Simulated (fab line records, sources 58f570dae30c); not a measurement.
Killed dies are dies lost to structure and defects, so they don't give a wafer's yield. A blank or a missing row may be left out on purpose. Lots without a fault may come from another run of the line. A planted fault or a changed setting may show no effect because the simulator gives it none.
Problem report in the 8D (eight disciplines) form, filled by code | flow berkeley_cmos170 | the parts of the form that need people (team, actions taken, sign-off) are left out

1. THE PROBLEM
GATE_OXIDE_THK at UCB170_GATE_THK_MEAS_02 reads a mean of 8.83 nm on 9 wafers of 3 lots; wafers without a fault read 6.65 nm with a standard deviation of 0.13. That is +17 standard deviations from the usual mean.
First seen on wafer L594.1, day 8 05:19, on film_metro-01. The record holds 42 wafers of 14 lots with a number at this step. Rule for "out", or "out of limits": more than 4 standard deviations from the usual mean. The other wafers with a number count as sound.

2. WHAT IT IS AND WHAT IT IS NOT
question                    | is                           | is not
which readings at this step | GATE_OXIDE_THK               | -
which lots                  | L592, L593, L594             | L585, L586, L587, L588, L589, L590, L591, L598, L606, L607, L608
which wafers of those lots  | all that have a number       | -
read on which gauges        | film_metro-01, film_metro-02 | film_metro-04
when                        | from day 8 05:19             | up to then (21 sound wafers); but 12 sound wafers of L598, L606, L607, L608 came after

3. SUSPECTS, AND WHAT RULES EACH OUT
Counting: a tool at a process step up to the reading stays a suspect if it ran every lot that is out and no sound lot after the first of them.
- the gauge at UCB170_GATE_THK_MEAS_02: ruled out. The wafers that are out were read on 2 gauges (film_metro-01, film_metro-02).
- furnace-01 at UCB170_GATE_OXIDATION_01 (target thk 6.6 nm, ox time 1800 s): ruled out as a lasting fault. Sound lots L606, L607, L608 ran on it after its first lot that is out, L592 (day 8 03:49).
Left after counting: nothing in the record.

4. THE CAUSE (what the simulator had put in)
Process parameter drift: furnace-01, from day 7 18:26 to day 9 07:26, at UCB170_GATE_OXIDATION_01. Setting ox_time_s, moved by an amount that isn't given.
Counting ruled it out, wrongly: the rule takes a fault to strike every lot that its tool runs from its start on, and this one did not.

5. THE CHAIN OF EFFECTS, in route order
Each row: a reading whose mean over the struck wafers that have a number lies more than 3 standard deviations from the usual. Only readings for which the record gives a usual standard deviation are gone through. hours: the time from each lot's start at the first step in this table that gives one to its start at this step, as a median over the lots. sigmas: the change in usual standard deviations.
hours | step                    | reading        | usual   | on struck wafers | change | sigmas
0     | UCB170_GATE_THK_MEAS_02 | GATE_OXIDE_THK | 6.65 nm | 8.83             | +2.18  | +17
Later measuring or inspecting steps at which every struck wafer that the step has a row for has a number for every such reading, and none has moved that far: UCB170_SDANNEAL_RS_MEAS_03.

6. WHAT WOULD HAVE CAUGHT IT SOONER
In this record the first reading out of limits at a measuring or inspecting step was taken at day 8 05:19, 11 hours after the fault began at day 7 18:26.
Of the tool readings at UCB170_GATE_OXIDATION_01 for which the record gives a usual standard deviation, none was out on any struck wafer, so an alarm limit of 4 standard deviations on them would not have fired.
